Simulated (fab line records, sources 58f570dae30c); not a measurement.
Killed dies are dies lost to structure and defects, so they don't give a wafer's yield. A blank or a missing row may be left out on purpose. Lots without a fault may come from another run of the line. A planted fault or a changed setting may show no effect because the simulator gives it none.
A struck lot beside a sound one | flow berkeley_cmos170 | 27 steps out of a route of 331
Sound: wafers L152.2, L152.3, L152.4. Struck: wafers L157.1, L157.4, L157.5. The cause comes at the end.
At each step with rows: each side's tool, then ch and its chambers, then its first start. Under that, the readings that differ: sound wafers | struck wafers | difference of the means | sigmas: that difference in standard deviations of wafers without a fault.
alike: readings whose means differ by less than 2 such deviations, and words and numbers that are the same on both sides. not compared: withheld readings, readings that some wafer has no value for, bounds like >300 that may hide the same value, and numbers for which the record gives no deviation and whose values overlap.
The two part at a step that has a row with sigmas, a row that says differs or no value, or rows on one side only. Numbers that don't overlap but have no deviation are shown without sigmas and don't part them. A reading that every wafer of one side lacks parts them only if that side has two wafers or more.

first, 3 steps without rows for these wafers: UCB170_PVT_EXPOSE_03 (exposes mask NWELL, target cd 3000 nm); UCB170_PVT_PEB_04; UCB170_PVT_DEVELOP_05 (develop time 45 s).
UCB170_PVT_OVL_MEAS_06:
  sound on overlay-02, day 7 14:30; struck on overlay-01, day 8 16:18
  alike: PVT_OVL
then, 1 step without rows for these wafers: UCB170_PVT_IMPLANT_07.
UCB170_PVT_STRIP_08: strips in O2.
  sound on plasma_asher-04 ch 0,1, day 7 14:41; struck on plasma_asher-03 ch 0,1, day 8 16:29
  alike: chamber_pressure_mTorr, drypump_motor_current_A, oes_product_au, strip_time_to_endpoint_s
  not compared: rf_hours_counter_h
UCB170_PVT_TW_MEAS_09:
  sound on film_metro-01, day 7 14:47; struck on film_metro-04, day 8 16:35
  reading | sound       | struck      | difference | sigmas
  PVT_TW  | 497 496 499 | 505 507 506 | +9         | +2
then, 1 step without rows for these wafers: UCB170_GATE_WET_ETCH_00 (etches SiO2 in dHF, time 200 s).
UCB170_FIELD_THK_MEAS_91:
  sound on film_metro-04, day 7 14:55; struck on film_metro-04, day 8 16:43
  alike: FIELD_OXIDE_LEFT_2_THK
then, 1 step without rows for these wafers: UCB170_GATE_OXIDATION_01 (target thk 6.6 nm, ox time 1800 s).
UCB170_GATE_THK_MEAS_02:
  sound on film_metro-03, day 7 16:40; struck on film_metro-04, day 8 20:48
  alike: GATE_OXIDE_THK
then, 1 step without rows for these wafers: UCB170_GATE_ANNEAL_03 (time 1800 s).
UCB170_GATE_CVD_04: deposits poly-Si from SiH4, time 1440 s, target thk 214 nm.
  sound on lpcvd-01 ch 1, day 7 23:04; struck on lpcvd-02 ch 0, day 9 01:05
  no value came back on the struck wafers for pressure_mtorr (mTorr), sih4_flow_sccm (sccm), zone_power_centre_pct (%), zone_power_load_pct (%); on the sound wafers pressure_mtorr (mTorr) reads 375.4 374.5 374.1
then, 6 steps without rows for these wafers: UCB170_GATE_COAT_06; UCB170_GATE_COAT_07 (resist thk 900 nm); UCB170_GATE_SOFTBAKE_08 (time 60 s); UCB170_GATE_EXPOSE_09 (exposes mask POLY, target cd 350 nm); UCB170_GATE_PEB_10; UCB170_GATE_DEVELOP_11 (develop time 45 s).
UCB170_GATE_CD_MEAS_12: target cd 350 nm.
  sound on cd_sem-02, day 8 02:38; struck on cd_sem-02, day 9 04:20
  alike: cd_nm
UCB170_GATE_OVL_MEAS_13:
  sound on overlay-02, day 8 02:45; struck on overlay-01, day 9 04:28
  alike: GATE_OVL
UCB170_GATE_ETCH_14: etches BARC in N2/H2.
  sound on rie_diel-02 ch 1,2,3, day 8 02:47; struck on rie_diel-03 ch 1,2, day 9 04:29
  alike: chamber_pressure_mTorr, drypump_motor_current_A, oes_product_au, throttle_valve_pct
UCB170_GATE_ETCH_15: etches poly-Si in HBr/Cl2, stops on SiO2, time 56.3 s, target depth 278.2 nm.
  sound on rie_si-02 ch 0,1,2, day 8 02:49; struck on rie_si-01 ch 1,2, day 9 04:32
  alike: HBr_flow_sccm, chamber_pressure_mTorr, drypump_motor_current_A, oes_product_au, throttle_valve_pct
  not compared: rf_hours_counter_h
UCB170_GATE_STRIP_16: strips in O2.
  sound on plasma_asher-02 ch 0,1, day 8 02:52; struck on plasma_asher-02 ch 0,1, day 9 04:35
  alike: chamber_pressure_mTorr, drypump_motor_current_A, oes_product_au
  not compared: rf_hours_counter_h
UCB170_GATE_CD_MEAS_90: target cd 350 nm.
  sound on cd_sem-02, day 8 03:02; struck on cd_sem-02, day 9 04:41
  reading    | sound             | struck | difference                    | sigmas
  cd_nm (nm) | 350.3 350.0 349.8 | - - -  | no value on the struck wafers |
then, 1 step without rows for these wafers: UCB170_GATE_CLEAN_17 (cleans in SPM, time 600 s).
UCB170_M3_PROBE_99:
  the record has rows for the struck wafers here (prober-02, day 10 20:35) and none for the sound ones

WHERE THEY PART
First at UCB170_PVT_TW_MEAS_09; last, within this record, at UCB170_M3_PROBE_99.

WHY: what the simulator had put in
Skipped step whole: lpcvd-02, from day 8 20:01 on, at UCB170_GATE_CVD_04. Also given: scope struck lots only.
